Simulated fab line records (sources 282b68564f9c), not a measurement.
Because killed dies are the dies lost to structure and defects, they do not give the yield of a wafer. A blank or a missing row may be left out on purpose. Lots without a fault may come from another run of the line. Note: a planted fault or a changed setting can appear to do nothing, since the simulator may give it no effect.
fab line records	flow ritCmos
[record] lots = 14	wafers = 42	lastDay = 8
route steps=202 shown GATE@85 NLDD@112 SPACER@129 SDANNEAL@156 PSD@157 NSD@158 PLDD@159 M1@202
lots untouched by any fault: they come from a run of this same line in which no faults occurred
startH: the number of hours between the record's first day and the start of the first shown wafer of the lot	waitH: hours since the lot's step before	" unchanged from the row above	L1.1+2: a row that stands for several wafers	- value missing, or start not given	* or withheld: withheld	< > ~ a bound
route shown NAME@n: NAME is a module with steps in the file, n the number in the route of the first one	usual: mean and standard deviation over wafers with no fault	same: alike in all rows	chamber/n: place in a boat	sites: per-site readings	_std_site: standard deviation across them	_edge_site: the outer-site mean with the inner-site mean subtracted	radiusMm: how far each site lies from the wafer's centre	mask NAME#n: copy n	behind: the tool/chamber that last shaped the wafer	hold: why the lot was held/for how many hours/how that ended	device: which transistor (n, p or np) failed to switch	end of line: the route-end tests of the same wafers	where a step has no rows: the recipe by itself	killed: the dies lost at the first sort to structure and to defects; this is not the yield of the wafer	map: a wafer's dies, marking killed ones x, the rest . and places with no die _
set.NAME: the setting that was run; set.NAME@STEP: the one run at that earlier step	model.NAME: the simulator's own value behind a step, which no gauge read
steps of the route over a sample of lots; a table a step, a row a wafer
services: when a tool's chamber went out of use (startH, in hours from the record's first day, below 0 if earlier), for how many hours, and the reason
[[steps]]
[step RIT_GATE_THK_MEAS_09]
[recipe] reads = poly-Si_of_GATE_CVD_08
[usual] GATE_POLY_THK = 248.9/2.7
lot.wafer	tool	chamber	startH	waitH	GATE_POLY_THK[nm]
L763.3	filmMetro-04	-	38.81	0.0	252.9
L763.4	"	-	"	"	252.8
L763.5	"	-	"	"	253.8
L764.1	filmMetro-04	-	45.15	0.0	253.7
L764.2	"	-	"	"	254.8
L764.3	"	-	"	"	252.1
L766.1	filmMetro-04	-	52.88	0.0	250.5
L766.2	"	-	"	"	248.7
L766.6	"	-	"	"	248.0
L767.2	filmMetro-04	-	59.67	0.0	248.3
L767.3	"	-	"	"	248.4
L767.5	"	-	"	"	246.3
L768.3	filmMetro-02	-	62.50	0.0	251.8
L768.4	"	-	"	"	249.9
L768.6	"	-	"	"	249.6
L770.1	filmMetro-04	-	70.48	0.0	249.7
L770.2	"	-	"	"	250.3
L770.3	"	-	"	"	250.3
L773.1	filmMetro-04	-	87.41	0.0	248.2
L773.3	"	-	"	"	250.1
L773.6	"	-	"	"	249.0
L775.1	filmMetro-04	-	97.96	0.0	245.3
L775.2	"	-	"	"	244.2
L775.5	"	-	"	"	246.7
L779.2	filmMetro-02	-	115.60	0.0	250.8
L779.4	"	-	"	"	249.7
L779.5	"	-	"	"	251.2
L781.3	filmMetro-04	-	126.36	0.0	251.4
L781.4	"	-	"	"	251.4
L781.5	"	-	"	"	254.5
L783.1	filmMetro-02	-	135.16	0.0	250.3
L783.3	"	-	"	"	249.5
L783.6	"	-	"	"	248.7
L784.1	filmMetro-02	-	141.10	0.0	248.8
L784.2	"	-	"	"	248.7
L784.5	"	-	"	"	249.3
L785.1	filmMetro-02	-	146.72	0.0	254.6
L785.2	"	-	"	"	252.0
L785.6	"	-	"	"	252.1
L786.1	filmMetro-02	-	150.10	0.0	249.2
L786.2	"	-	"	"	250.1
L786.4	"	-	"	"	250.4
[step RIT_NLDD_STRIP_09]
[recipe] chemistry = O2	timeS = 180	resist = NOVOLAK	platenTempC = withheld	powerW = 500	pressureMtorr = 4000	o2FlowSccm = 4000
[usual] drypumpMotorCurrentA = 5.5/0.35
lot.wafer	tool	chamber	startH	waitH	drypumpMotorCurrentA	rfHoursCounterH
L763.3	plasmaAsher-02	1	45.15	0.1	5.5	-
L763.4	"	0	"	"	6.1	-
L763.5	"	0	"	"	6.1	-
L764.1	plasmaAsher-04	1	52.37	0.1	5.5	40
L764.2	"	0	"	"	5.0	40
L764.3	"	1	"	"	5.4	-
L766.1	plasmaAsher-02	0	58.81	0.1	6.1	44
L766.2	"	1	"	"	5.5	44
L766.6	"	0	"	"	6.1	-
L767.2	plasmaAsher-03	0	67.28	0.1	5.6	23
L767.3	"	1	"	"	6.0	-
L767.5	"	0	"	"	5.6	-
L768.3	plasmaAsher-04	1	68.37	0.1	5.4	-
L768.4	"	0	"	"	5.0	-
L768.6	"	0	"	"	5.0	-
L770.1	plasmaAsher-04	0	76.57	0.1	5.0	44
L770.2	"	1	"	"	5.4	44
L770.3	"	1	"	"	5.5	-
L773.1	plasmaAsher-04	0	93.19	0.1	5.0	46
L773.3	"	0	"	"	5.0	-
L773.6	"	1	"	"	5.4	-
L775.1	plasmaAsher-03	1	103.86	0.1	6.0	27
L775.2	"	0	"	"	5.6	27
L775.5	"	1	"	"	5.9	-
L779.2	plasmaAsher-02	0	122.93	0.1	6.1	1
L779.4	"	0	"	"	6.1	-
L779.5	"	1	"	"	5.5	-
L781.3	plasmaAsher-04	1	132.45	0.1	5.4	-
L781.4	"	0	"	"	5.1	-
L781.5	"	1	"	"	5.4	-
L783.1	plasmaAsher-02	0	141.80	0.1	6.1	2
L783.3	"	0	"	"	6.1	-
L783.6	"	1	"	"	5.5	-
L784.1	plasmaAsher-03	1	147.23	0.1	6.0	32
L784.2	"	0	"	"	5.6	32
L784.5	"	1	"	"	5.9	-
L785.1	plasmaAsher-02	1	163.92	0.1	5.5	4
L785.2	"	0	"	"	6.0	4
L785.6	"	0	"	"	6.0	-
L786.1	plasmaAsher-02	0	164.16	0.1	6.1	4
L786.2	"	1	"	"	5.5	4
L786.4	"	1	"	"	5.5	-
[step RIT_SPACER_THK_MEAS_04]
[recipe] reads = Si3N4_of_SPACER_CVD_03
[usual] SPACER_NITRIDE_THK = 249.3/2.7
lot.wafer	tool	chamber	startH	waitH	SPACER_NITRIDE_THK[nm]
L763.3	filmMetro-02	-	49.18	0.0	246.9
L763.4	"	-	"	"	247.3
L763.5	"	-	"	"	246.9
L764.1	filmMetro-01	-	56.31	0.0	252.0
L764.2	"	-	"	"	249.6
L764.3	"	-	"	"	251.8
L766.1	filmMetro-04	-	63.71	0.0	250.8
L766.2	"	-	"	"	250.0
L766.6	"	-	"	"	250.6
L767.2	filmMetro-02	-	71.22	0.0	246.5
L767.3	"	-	"	"	245.6
L767.5	"	-	"	"	245.2
L768.3	filmMetro-02	-	72.42	0.0	249.1
L768.4	"	-	"	"	249.1
L768.6	"	-	"	"	250.0
L770.1	filmMetro-04	-	80.52	0.0	247.7
L770.2	"	-	"	"	247.2
L770.3	"	-	"	"	246.3
L773.1	filmMetro-02	-	98.09	0.0	250.9
L773.3	"	-	"	"	251.6
L773.6	"	-	"	"	250.2
L775.1	filmMetro-02	-	107.82	0.0	243.8
L775.2	"	-	"	"	245.6
L775.5	"	-	"	"	244.9
L779.2	filmMetro-01	-	126.88	0.0	251.2
L779.4	"	-	"	"	249.2
L779.5	"	-	"	"	253.2
L781.3	filmMetro-01	-	136.35	0.0	247.3
L781.4	"	-	"	"	247.3
L781.5	"	-	"	"	248.0
L783.1	filmMetro-04	-	146.09	0.0	248.5
L783.3	"	-	"	"	251.1
L783.6	"	-	"	"	248.0
L784.1	filmMetro-04	-	151.17	0.0	244.0
L784.2	"	-	"	"	245.3
L784.5	"	-	"	"	245.0
L785.1	filmMetro-04	-	168.07	0.0	246.8
L785.2	"	-	"	"	249.0
L785.6	"	-	"	"	249.2
L786.1	filmMetro-01	-	169.40	0.0	246.6
L786.2	"	-	"	"	249.6
L786.4	"	-	"	"	250.7
[step RIT_SDANNEAL_RTA_03]
[recipe] tempC = 1050	timeS = 5	idleTempC = 600	rampUpCPerS = 342	rampDownCPerS = 171	coolToC = 600	ambient = N2
[usual] wafer_temp_C_max = 1053.6/1.1
lot.wafer	tool	chamber	startH	waitH	wafer_temp_C_max
L763.3	rtpAnneal-02	0	53.06	0.0	1052.3
L763.4	"	0	"	"	1053.6
L763.5	"	0	"	"	1054.6
L764.1	rtpAnneal-01	0	60.25	0.0	1051.7
L764.2	"	0	"	"	1054.7
L764.3	"	0	"	"	1055.3
L766.1	rtpAnneal-01	0	67.65	0.0	1053.9
L766.2	"	0	"	"	1054.3
L766.6	"	0	"	"	1053.9
L767.2	rtpAnneal-02	0	74.73	0.0	1052.8
L767.3	"	0	"	"	1053.3
L767.5	"	0	"	"	1052.6
L768.3	rtpAnneal-01	0	75.96	0.0	1054.6
L768.4	"	0	"	"	1053.3
L768.6	"	0	"	"	1053.7
L770.1	rtpAnneal-01	0	84.28	0.0	1053.5
L770.2	"	0	"	"	1053.7
L770.3	"	0	"	"	1053.8
L773.1	rtpAnneal-02	0	101.63	0.0	1052.7
L773.3	"	0	"	"	1055.1
L773.6	"	0	"	"	1054.5
L775.1	rtpAnneal-02	0	111.25	0.0	1052.3
L775.2	"	0	"	"	1053.4
L775.5	"	0	"	"	1052.1
L779.2	rtpAnneal-02	0	130.43	0.0	1052.1
L779.4	"	0	"	"	1053.7
L779.5	"	0	"	"	1053.8
L781.3	rtpAnneal-02	0	139.78	0.0	1053.3
L781.4	"	0	"	"	1053.6
L781.5	"	0	"	"	1054.5
L783.1	rtpAnneal-02	0	149.71	0.0	1054.7
L783.3	"	0	"	"	1054.1
L783.6	"	0	"	"	1054.3
L784.1	rtpAnneal-01	0	166.31	0.0	1055.9
L784.2	"	0	"	"	1051.4
L784.5	"	0	"	"	1053.5
L785.1	rtpAnneal-02	0	171.99	0.0	1052.4
L785.2	"	0	"	"	1055.4
L785.6	"	0	"	"	1053.0
L786.1	rtpAnneal-01	0	173.40	0.0	1055.6
L786.2	"	0	"	"	1053.7
L786.4	"	0	"	"	1056.4
[step RIT_SDANNEAL_RS_MEAS_04]
[recipe] thkMeasGauge = four-point-probe
[usual] PSD_RS = 115.9/0.33
lot.wafer	tool	chamber	startH	waitH	PSD_RS[ohm/sq]
L763.3	filmMetro-03	-	53.13	0.1	115.9
L763.4	"	-	"	"	115.8
L763.5	"	-	"	"	115.8
L764.1	filmMetro-01	-	60.31	0.0	116.9
L764.2	"	-	"	"	116.4
L764.3	"	-	"	"	116.3
L766.1	filmMetro-04	-	67.71	0.0	115.1
L766.2	"	-	"	"	115.2
L766.6	"	-	"	"	115.1
L767.2	filmMetro-01	-	74.80	0.1	116.0
L767.3	"	-	"	"	115.8
L767.5	"	-	"	"	116.0
L768.3	filmMetro-04	-	76.04	-	72.7
L768.4	"	-	"	"	72.6
L768.6	"	-	"	"	72.7
L770.1	filmMetro-03	-	84.34	-	73.1
L770.2	"	-	"	"	72.8
L770.3	"	-	"	"	73.1
L773.1	filmMetro-04	-	101.69	0.0	115.4
L773.3	"	-	"	"	115.7
L773.6	"	-	"	"	115.6
L775.1	filmMetro-04	-	111.31	0.0	115.8
L775.2	"	-	"	"	115.8
L775.5	"	-	"	"	115.6
L779.2	filmMetro-04	-	130.50	0.1	116.2
L779.4	"	-	"	"	115.9
L779.5	"	-	"	"	115.8
L781.3	filmMetro-04	-	139.86	0.1	116.1
L781.4	"	-	"	"	116.2
L781.5	"	-	"	"	115.6
L783.1	filmMetro-04	-	149.77	0.0	116.4
L783.3	"	-	"	"	115.9
L783.6	"	-	"	"	115.7
L784.1	filmMetro-01	-	166.36	0.0	116.4
L784.2	"	-	"	"	116.4
L784.5	"	-	"	"	116.3
L785.1	filmMetro-01	-	172.05	0.0	116.1
L785.2	"	-	"	"	115.8
L785.6	"	-	"	"	115.7
L786.1	filmMetro-01	-	173.46	0.0	115.6
L786.2	"	-	"	"	115.4
L786.4	"	-	"	"	115.9
[step RIT_SDANNEAL_RS_MEAS_05]
[recipe] thkMeasGauge = four-point-probe
[usual] NSD_RS = 84.58/0.25
lot.wafer	tool	chamber	startH	waitH	NSD_RS[ohm/sq]
L763.3	filmMetro-03	-	53.25	0.1	84.59
L763.4	"	-	"	"	84.70
L763.5	"	-	"	"	84.87
L764.1	filmMetro-01	-	60.43	0.1	84.60
L764.2	"	-	"	"	84.55
L764.3	"	-	"	"	84.95
L766.1	filmMetro-04	-	67.83	0.1	84.61
L766.2	"	-	"	"	84.22
L766.6	"	-	"	"	84.61
L767.2	filmMetro-01	-	74.92	0.1	84.90
L767.3	"	-	"	"	84.92
L767.5	"	-	"	"	84.77
L768.3	filmMetro-04	-	76.16	0.1	77.04
L768.4	"	-	"	"	77.32
L768.6	"	-	"	"	77.18
L770.1	filmMetro-03	-	84.46	0.1	77.04
L770.2	"	-	"	"	77.26
L770.3	"	-	"	"	77.23
L773.1	filmMetro-04	-	101.81	0.1	84.31
L773.3	"	-	"	"	84.18
L773.6	"	-	"	"	84.39
L775.1	filmMetro-04	-	111.43	0.1	84.62
L775.2	"	-	"	"	84.71
L775.5	"	-	"	"	84.51
L779.2	filmMetro-04	-	130.62	0.1	84.86
L779.4	"	-	"	"	84.72
L779.5	"	-	"	"	84.93
L781.3	filmMetro-04	-	139.98	0.1	84.34
L781.4	"	-	"	"	84.43
L781.5	"	-	"	"	84.21
L783.1	filmMetro-04	-	149.89	0.1	84.89
L783.3	"	-	"	"	84.99
L783.6	"	-	"	"	84.80
L784.1	filmMetro-01	-	166.48	0.1	84.97
L784.2	"	-	"	"	84.73
L784.5	"	-	"	"	85.00
L785.1	filmMetro-01	-	172.17	0.1	84.73
L785.2	"	-	"	"	84.62
L785.6	"	-	"	"	84.82
L786.1	filmMetro-01	-	173.58	0.1	84.64
L786.2	"	-	"	"	84.79
L786.4	"	-	"	"	84.64
[step RIT_SDANNEAL_RS_MEAS_06]
[recipe] thkMeasGauge = four-point-probe
[usual] PLDD_RS = 177.8/0.53
lot.wafer	tool	chamber	startH	waitH	PLDD_RS[ohm/sq]
L763.3	filmMetro-03	-	53.37	0.1	177.9
L763.4	"	-	"	"	177.7
L763.5	"	-	"	"	178.1
L764.1	filmMetro-01	-	60.55	0.1	178.5
L764.2	"	-	"	"	177.9
L764.3	"	-	"	"	178.6
L766.1	filmMetro-04	-	67.95	0.1	176.7
L766.2	"	-	"	"	177.4
L766.6	"	-	"	"	177.1
L767.2	filmMetro-01	-	75.04	0.1	178.3
L767.3	"	-	"	"	178.0
L767.5	"	-	"	"	177.9
L768.3	filmMetro-04	-	76.28	0.1	140.8
L768.4	"	-	"	"	140.9
L768.6	"	-	"	"	140.5
L770.1	filmMetro-03	-	84.58	0.1	141.3
L770.2	"	-	"	"	141.4
L770.3	"	-	"	"	141.5
L773.1	filmMetro-04	-	101.93	0.1	177.6
L773.3	"	-	"	"	178.4
L773.6	"	-	"	"	178.0
L775.1	filmMetro-04	-	111.55	0.1	177.5
L775.2	"	-	"	"	176.8
L775.5	"	-	"	"	176.6
L779.2	filmMetro-04	-	130.74	0.1	177.4
L779.4	"	-	"	"	177.6
L779.5	"	-	"	"	177.9
L781.3	filmMetro-04	-	140.10	0.1	177.6
L781.4	"	-	"	"	178.2
L781.5	"	-	"	"	177.8
L783.1	filmMetro-04	-	150.01	0.1	177.9
L783.3	"	-	"	"	177.6
L783.6	"	-	"	"	177.4
L784.1	filmMetro-01	-	166.60	0.1	178.4
L784.2	"	-	"	"	177.9
L784.5	"	-	"	"	177.9
L785.1	filmMetro-01	-	172.29	0.1	178.0
L785.2	"	-	"	"	177.8
L785.6	"	-	"	"	178.4
L786.1	filmMetro-01	-	173.70	0.1	177.5
L786.2	"	-	"	"	177.6
L786.4	"	-	"	"	177.4
[step RIT_SDANNEAL_RS_MEAS_07]
[recipe] thkMeasGauge = four-point-probe
[usual] NLDD_RS = 151.5/0.52
lot.wafer	tool	chamber	startH	waitH	NLDD_RS[ohm/sq]
L763.3	filmMetro-03	-	53.49	0.1	152.0
L763.4	"	-	"	"	151.7
L763.5	"	-	"	"	151.8
L764.1	filmMetro-01	-	60.67	0.1	151.4
L764.2	"	-	"	"	151.9
L764.3	"	-	"	"	151.2
L766.1	filmMetro-04	-	68.07	0.1	151.1
L766.2	"	-	"	"	151.8
L766.6	"	-	"	"	151.6
L767.2	filmMetro-01	-	75.16	0.1	152.4
L767.3	"	-	"	"	151.6
L767.5	"	-	"	"	152.4
L768.3	filmMetro-04	-	76.40	0.1	142.2
L768.4	"	-	"	"	142.0
L768.6	"	-	"	"	142.7
L770.1	filmMetro-03	-	84.70	0.1	142.8
L770.2	"	-	"	"	142.9
L770.3	"	-	"	"	143.1
L773.1	filmMetro-04	-	102.05	0.1	151.5
L773.3	"	-	"	"	151.6
L773.6	"	-	"	"	151.5
L775.1	filmMetro-04	-	111.67	0.1	151.9
L775.2	"	-	"	"	151.2
L775.5	"	-	"	"	151.2
L779.2	filmMetro-04	-	130.86	0.1	151.9
L779.4	"	-	"	"	151.4
L779.5	"	-	"	"	151.3
L781.3	filmMetro-04	-	140.22	0.1	151.8
L781.4	"	-	"	"	151.3
L781.5	"	-	"	"	151.3
L783.1	filmMetro-04	-	150.13	0.1	151.5
L783.3	"	-	"	"	151.2
L783.6	"	-	"	"	151.4
L784.1	filmMetro-01	-	166.72	0.1	151.5
L784.2	"	-	"	"	151.5
L784.5	"	-	"	"	152.0
L785.1	filmMetro-01	-	172.41	0.1	151.8
L785.2	"	-	"	"	151.9
L785.6	"	-	"	"	151.6
L786.1	filmMetro-01	-	173.82	0.1	152.2
L786.2	"	-	"	"	151.8
L786.4	"	-	"	"	152.0
[step RIT_M1_PROBE_99]
[usual] killed_at_M0_to_M3 = 0.0/0.16	killedAtContacts = 0.1/0.25	killedAtFrontEnd = 7/3.2	killedDies = 7/3.2	killedOpen = 3.5/2.1	killedShort = 3.5/2.1
[same] grossDies = 264	killed_at_M4_up = 0	killedAtBackSide = 0	killedAtOther = 0
lot.wafer	tool	chamber	startH	waitH	killed_at_M0_to_M3	killedAtContacts	killedAtFrontEnd	killedDies	killedOpen	killedShort
L763.3	prober-02	-	60.77	0.2	0	0	5	5	1	2
L763.4	prober-02	-	60.82	0.2	0	0	6	6	3	3
L763.5	prober-02	-	60.87	0.2	0	0	5	5	1	3
L764.1	prober-01	-	67.69	0.1	0	0	4	4	1	3
L764.2	prober-01	-	67.74	0.1	0	0	7	7	3	4
L764.3	prober-01	-	67.79	0.2	1	0	9	10	5	5
L766.1	prober-01	-	75.23	0.1	0	0	8	8	4	4
L766.2	prober-01	-	75.28	0.1	0	0	6	6	3	3
L766.6	prober-01	-	75.48	0.2	0	0	4	4	3	1
L767.2	prober-02	-	82.99	0.1	0	0	8	8	5	3
L767.3	prober-02	-	83.04	0.2	0	1	8	9	3	6
L767.5	prober-02	-	83.14	0.2	0	1	6	7	3	4
L768.3	prober-01	-	83.66	0.2	0	0	4	4	3	1
L768.4	prober-01	-	83.71	0.2	0	0	4	4	3	1
L768.6	prober-01	-	83.81	0.2	0	0	7	7	5	2
L773.1	prober-02	-	109.13	0.1	0	0	8	8	3	5
L773.3	prober-02	-	109.23	0.2	0	0	6	6	1	5
L773.6	prober-02	-	109.38	0.2	0	0	5	5	2	2
L775.1	prober-02	-	118.75	0.1	0	0	9	9	5	4
L775.2	prober-02	-	118.80	0.1	0	0	4	4	4	0
L775.5	prober-02	-	118.95	0.2	0	1	12	13	7	6
L779.2	prober-01	-	138.01	0.1	0	0	3	3	1	2
L779.4	prober-01	-	138.11	0.2	0	0	2	2	1	1
L779.5	prober-01	-	138.16	0.2	0	0	2	2	2	0
L781.3	prober-01	-	147.68	0.2	0	0	6	6	3	3
L781.4	prober-01	-	147.73	0.2	0	0	9	9	4	5
L781.5	prober-01	-	147.78	0.2	0	0	10	10	6	4
L783.1	prober-01	-	165.79	0.1	0	1	9	10	2	7
L783.3	prober-01	-	165.89	0.2	0	0	3	3	1	2
L783.6	prober-01	-	166.04	0.2	0	0	4	4	2	2
L784.1	prober-02	-	174.10	0.1	0	0	5	5	5	0
L784.2	prober-02	-	174.15	0.1	0	0	8	8	6	2
L784.5	prober-02	-	174.30	0.2	0	0	7	7	2	5
L785.1	prober-01	-	181.02	0.1	0	0	11	11	5	6
L785.2	prober-01	-	181.07	0.1	0	0	9	9	5	4
L785.6	prober-01	-	181.27	0.2	0	0	2	2	2	0
L786.1	prober-02	-	181.02	0.1	0	0	7	7	2	5
L786.2	prober-02	-	181.07	0.1	0	0	7	7	3	4
L786.4	prober-02	-	181.17	0.2	0	0	7	7	4	2
// killed by level:class
L763.3 PLDD:coatMicrobubblePrinted=2 FOX2:geometricParticle:short=1 REOX:geometricParticle:open=1 SILICIDE:geometricParticle:short=1
L763.4 GATE:geometricParticle:open=2 REOX:geometricParticle:short=2 FOX2:geometricParticle:open=1 SPACER:geometricParticle:short=1
L763.5 GATE:geometricParticle:open=1 REOX:geometricParticle:short=1 SPACER:geometricParticle:short=1 SILICIDE:geometricParticle:short=1 PLDD:coatMicrobubblePrinted=1
L764.1 FOX2:geometricParticle:short=1 GATE:geometricParticle:open=1 GATE:geometricParticle:short=1 REOX:geometricParticle:short=1
L764.2 FOX1:geometricParticle:open=2 GATE:geometricParticle:short=2 FOX1:geometricParticle:short=1 GATE:geometricParticle:open=1 SPACER:geometricParticle:short=1
L764.3 GATE:geometricParticle:open=3 FOX1:geometricParticle:short=2 GATE:geometricParticle:short=2 REOX:geometricParticle:open=2 M1:geometricParticle:short=1
L766.1 GATE:geometricParticle:open=3 FOX1:geometricParticle:short=2 GATE:geometricParticle:short=1 SPACER:geometricParticle:open=1 SILICIDE:geometricParticle:short=1
L766.2 GATE:geometricParticle:short=2 SILICIDE:geometricParticle:open=2 SPACER:geometricParticle:open=1 SILICIDE:geometricParticle:short=1
L766.6 FOX1:geometricParticle:open=1 FOX2:geometricParticle:open=1 GATE:geometricParticle:short=1 GATE:geometricParticle:open=1
L767.2 FOX1:geometricParticle:short=2 SPACER:geometricParticle:open=2 FOX1:geometricParticle:open=1 GATE:geometricParticle:open=1 REOX:geometricParticle:open=1 SPACER:geometricParticle:short=1
L767.3 GATE:geometricParticle:open=3 REOX:geometricParticle:short=2 FOX1:geometricParticle:short=1 FOX2:geometricParticle:short=1 GATE:geometricParticle:short=1 CONTACT:geometricParticle:short=1
L767.5 FOX1:geometricParticle:short=2 FOX2:geometricParticle:open=2 FOX1:geometricParticle:open=1 GATE:geometricParticle:short=1 CONTACT:geometricParticle:short=1
L768.3 GATE:geometricParticle:short=1 GATE:geometricParticle:open=1 REOX:geometricParticle:open=1 SPACER:geometricParticle:open=1
L768.4 REOX:geometricParticle:open=2 GATE:geometricParticle:short=1 GATE:geometricParticle:open=1
L768.6 FOX2:geometricParticle:open=2 GATE:geometricParticle:open=2 GATE:geometricParticle:short=1 SPACER:geometricParticle:short=1 SILICIDE:geometricParticle:open=1
L773.1 GATE:geometricParticle:short=3 FOX2:geometricParticle:open=1 REOX:geometricParticle:open=1 SPACER:geometricParticle:short=1 SILICIDE:geometricParticle:open=1 SILICIDE:geometricParticle:short=1
L773.3 GATE:geometricParticle:short=3 GATE:geometricParticle:open=1 REOX:geometricParticle:short=1 SPACER:geometricParticle:short=1
L773.6 FOX2:geometricParticle:short=1 FOX2:geometricParticle:open=1 GATE:geometricParticle:open=1 GATE:geometricParticle:short=1 NWELL:coatMicrobubblePrinted=1
L775.1 GATE:geometricParticle:open=3 GATE:geometricParticle:short=2 FOX1:geometricParticle:short=1 FOX1:geometricParticle:open=1 REOX:geometricParticle:short=1 SILICIDE:geometricParticle:open=1
L775.2 GATE:geometricParticle:open=2 SILICIDE:geometricParticle:open=2
L775.5 GATE:geometricParticle:open=5 SILICIDE:geometricParticle:short=3 GATE:geometricParticle:short=2 FOX2:geometricParticle:open=1 SPACER:geometricParticle:short=1 CONTACT:geometricParticle:open=1
L779.2 FOX1:geometricParticle:short=1 GATE:geometricParticle:open=1 REOX:geometricParticle:short=1
L779.4 SPACER:geometricParticle:open=1 SILICIDE:geometricParticle:short=1
L779.5 FOX2:geometricParticle:open=1 GATE:geometricParticle:open=1
L781.3 GATE:geometricParticle:short=2 REOX:geometricParticle:open=2 FOX1:geometricParticle:short=1 GATE:geometricParticle:open=1
L781.4 GATE:geometricParticle:short=2 GATE:geometricParticle:open=2 SPACER:geometricParticle:short=2 FOX1:geometricParticle:open=1 REOX:geometricParticle:open=1 SILICIDE:geometricParticle:short=1
L781.5 GATE:geometricParticle:open=2 REOX:geometricParticle:open=2 SPACER:geometricParticle:short=2 FOX1:geometricParticle:open=1 REOX:geometricParticle:short=1 SILICIDE:geometricParticle:open=1 SILICIDE:geometricParticle:short=1
L783.1 SILICIDE:geometricParticle:short=3 FOX2:geometricParticle:short=2 FOX1:geometricParticle:open=1 FOX1:geometricParticle:short=1 GATE:geometricParticle:open=1 SPACER:geometricParticle:short=1 CONTACT:coatMicrobubblePrinted=1
L783.3 FOX1:geometricParticle:short=1 FOX2:geometricParticle:open=1 SILICIDE:geometricParticle:short=1
L783.6 SPACER:geometricParticle:short=2 REOX:geometricParticle:open=1 SILICIDE:geometricParticle:open=1
L784.1 FOX2:geometricParticle:open=4 SPACER:geometricParticle:open=1
L784.2 FOX1:geometricParticle:open=3 GATE:geometricParticle:open=2 FOX1:geometricParticle:short=1 FOX2:geometricParticle:open=1 REOX:geometricParticle:short=1
L784.5 SILICIDE:geometricParticle:short=2 FOX2:geometricParticle:open=1 FOX2:geometricParticle:short=1 GATE:geometricParticle:open=1 GATE:geometricParticle:short=1 REOX:geometricParticle:short=1
L785.1 GATE:geometricParticle:open=3 GATE:geometricParticle:short=2 FOX1:geometricParticle:short=1 REOX:geometricParticle:open=1 REOX:geometricParticle:short=1 SPACER:geometricParticle:short=1 SILICIDE:geometricParticle:short=1 SILICIDE:geometricParticle:open=1
L786.1 SPACER:geometricParticle:short=3 FOX1:geometricParticle:short=1 REOX:geometricParticle:short=1 REOX:geometricParticle:open=1 SILICIDE:geometricParticle:open=1
L785.2 FOX2:geometricParticle:open=2 GATE:geometricParticle:short=2 SILICIDE:geometricParticle:open=2 GATE:geometricParticle:open=1 REOX:geometricParticle:short=1 SILICIDE:geometricParticle:short=1
L786.2 FOX1:geometricParticle:short=1 FOX2:geometricParticle:open=1 FOX2:geometricParticle:short=1 GATE:geometricParticle:open=1 REOX:geometricParticle:short=1 SILICIDE:geometricParticle:open=1 SILICIDE:geometricParticle:short=1
L786.4 GATE:geometricParticle:open=2 ACTIVE:geometricParticle:open=1 ACTIVE:geometricParticle:short=1 GATE:geometricParticle:short=1 SPACER:geometricParticle:open=1 GATE:coatMicrobubblePrinted=1
L785.6 REOX:geometricParticle:open=1 SPACER:geometricParticle:open=1
[[services]]
tool	chamber	startH	hours	kind
plasmaAsher-03	-	34.16	28.1	pm
plasmaAsher-02	-	60.59	2.8	repair
plasmaAsher-02	-	108.92	9.0	pm
plasmaAsher-02	0	108.92	9.0	ventCycle
plasmaAsher-02	1	108.92	9.0	ventCycle
plasmaAsher-02	0	117.92	-	clean
plasmaAsher-02	1	117.92	-	clean
[[key]]
[firstSign] step = RIT_SDANNEAL_RS_MEAS_04	reading = PSD_RS	direction = down	sigmas = 99+	usual = 115.9	struck = 72.8
[effect] step = RIT_SDANNEAL_RS_MEAS_05	reading = NSD_RS	direction = down	sigmas = 29	usual = 84.58	struck = 77.18
[effect] step = RIT_SDANNEAL_RS_MEAS_06	reading = PLDD_RS	direction = down	sigmas = 70	usual = 177.8	struck = 141.1
[effect] step = RIT_SDANNEAL_RS_MEAS_07	reading = NLDD_RS	direction = down	sigmas = 17	usual = 151.5	struck = 142.6
metAt RIT_SDANNEAL_RTA_03
struckLots L768,L770
rowsEnd L770.1,L770.2,L770.3
testerLeftOut L768
notActingAt RIT_GATE_THK_MEAS_09,RIT_NLDD_STRIP_09,RIT_SPACER_THK_MEAS_04
onsetBetween 67.65 75.96
[fault] kind = processParameterDrift	tool = rtpAnneal-01	chamber = -	onsetH = 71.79	steps = RIT_SDANNEAL_RTA_03	channel = timeS	offset = *	shape = step	endH = 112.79	actsIn = *	stated = *
// testerLeftOut: of these lots the tester's yield and bins aren't shown, on N5 and GAA mostly nor the transistor test; their killed dies are dies lost to structure and defects alone, not to doping, threshold or leakage, so they don't give the yield
// rowsEnd: these wafers met a further fault down the route, and their rows from its step on are left out
